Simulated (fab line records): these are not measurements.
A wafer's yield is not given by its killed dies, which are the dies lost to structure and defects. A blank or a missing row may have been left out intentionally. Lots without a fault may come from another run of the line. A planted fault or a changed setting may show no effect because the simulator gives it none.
Split-lot study | flow rit-cmos | 5 lots, 27 wafers read, on a route of 202 steps

== SPLIT DETAILS ==
At RIT_CONTACT_ETCH_11 (etches SiO2 in CHF3/CF4/Ar, stops on TiSi2, target depth 480 nm, time 320 s), the setting time-s was moved away from the recipe's 320 s on 9 of the 27 wafers read, by -58.9% to +40.0%. For the rest of the wafers, this setting stayed at what the recipe calls for.

Reading taken at the split's own step.

== THE READING ==
NOVOLAK_of_CONTACT_COAT_03.thk-nm (the simulator's own value, which no gauge read), in nm, at RIT_CONTACT_ETCH_11 (etches SiO2 in CHF3/CF4/Ar, stops on TiSi2, target depth 480 nm, time 320 s). The file gives no usual value for it. The 18 wafers here that ran the recipe average 763.5 nm, standard deviation 3.5 nm.

wafer  | tool, chamber at the split | time-s as run, s | against the recipe | NOVOLAK_of_CONTACT_COAT_03.thk-nm, nm | against lot-mates on the recipe
L075.1 | rie-diel-04, 2             | 320              | recipe             | 762                                   | -
L075.2 | rie-diel-04, 3             | 131.6            | -58.9%             | 828.1                                 | +67.8
L075.3 | rie-diel-04, 1             | 320              | recipe             | 761.9                                 | -
L075.4 | rie-diel-04, 0             | 320              | recipe             | 757                                   | -
L075.5 | rie-diel-04, 2             | 131.6            | -58.9%             | 829.1                                 | +68.8
L075.6 | rie-diel-04, 3             | 131.6            | -58.9%             | 825.2                                 | +64.9
L079.1 | rie-diel-03, 1             | 320              | recipe             | 767.8                                 | -
L079.2 | rie-diel-03, 3,1           | 320              | recipe             | 768.1                                 | -
L079.4 | rie-diel-03, 3,1           | 320              | recipe             | 768.1                                 | -
L079.3 | rie-diel-03, 0             | 320              | recipe             | 764.6                                 | -
L079.5 | rie-diel-03, 0             | 320              | recipe             | 766.9                                 | -
L079.6 | rie-diel-03, 3             | 320              | recipe             | 766.2                                 | -
L080.1 | rie-diel-04, 2             | 320              | recipe             | 764.5                                 | -
L080.4 | rie-diel-04, 3             | 320              | recipe             | 757.6                                 | -
L080.5 | rie-diel-04, 1             | 320              | recipe             | 765.7                                 | -
L084.1 | rie-diel-02, 1             | 448              | +40.0%             | 723.4                                 | -39.7
L084.2 | rie-diel-02, 3             | 448              | +40.0%             | 718.4                                 | -44.7
L084.3 | rie-diel-02, 2             | 320              | recipe             | 762.8                                 | -
L084.4 | rie-diel-02, 0             | 320              | recipe             | 761                                   | -
L084.5 | rie-diel-02, 2             | 448              | +40.0%             | 721.8                                 | -41.3
L084.6 | rie-diel-02, 3             | 320              | recipe             | 765.6                                 | -
L085.1 | rie-diel-02, 0             | 320              | recipe             | 758.1                                 | -
L085.2 | rie-diel-02, 3             | 405.5            | +26.7%             | 727.8                                 | -33.5
L085.3 | rie-diel-02, 1             | 320              | recipe             | 765.2                                 | -
L085.4 | rie-diel-02, 2             | 320              | recipe             | 760.7                                 | -
L085.5 | rie-diel-02, 1             | 405.5            | +26.7%             | 732.7                                 | -28.6
L085.6 | rie-diel-02, 2             | 405.5            | +26.7%             | 729                                   | -32.3
The file does not say which wafer passed through which chamber wherever a row lists several chambers: such a row stands for several wafers.

THE FIT
A straight line over all 27 wafers: NOVOLAK_of_CONTACT_COAT_03.thk-nm changes by -1.1 nm for each +1% of time-s; r = -0.99; the points scatter about the line by 3.6 nm.
The same after taking each lot's own level away (the mean of its wafers on the recipe; 27 wafers): -1.12 nm for each +1%; r = -1.00; scatter 2.6 nm.
The reading moves by 66 nm for the largest change in time-s, on that fit.
Across the lots, their own levels run from 760.30 to 766.95 nm, a range of 1.9 times the standard deviation given above.
So the lot-to-lot level changes the slope little: the two slopes agree.
Check: with one of the wafers moved furthest among these (-58.9%) left out of the fit, the line predicts +65.7 nm for it against its lot-mates. It came out at +67.8 nm against them.

== OTHER SPLITS APPLIED TO THESE WAFERS ==
Note: prior to the reading, these wafers also went through further splits. Each is held against what the fit with the lots' levels taken away leaves over:
other split on the same wafers | wafers away from the commonest value | r with NOVOLAK_of_CONTACT_COAT_03.thk-nm (lot level and that fit taken away)
RIT_ACTIVE_CVD_03 time-s       | 18                                   | +0.26
RIT_SPACER_ETCHBACK_05 time-s  | 9                                    | +0.14

== FILE'S OWN FIT ==
NOVOLAK_of_CONTACT_COAT_03.thk-nm changes by -1.12 nm for each +1% of time-s, r = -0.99.
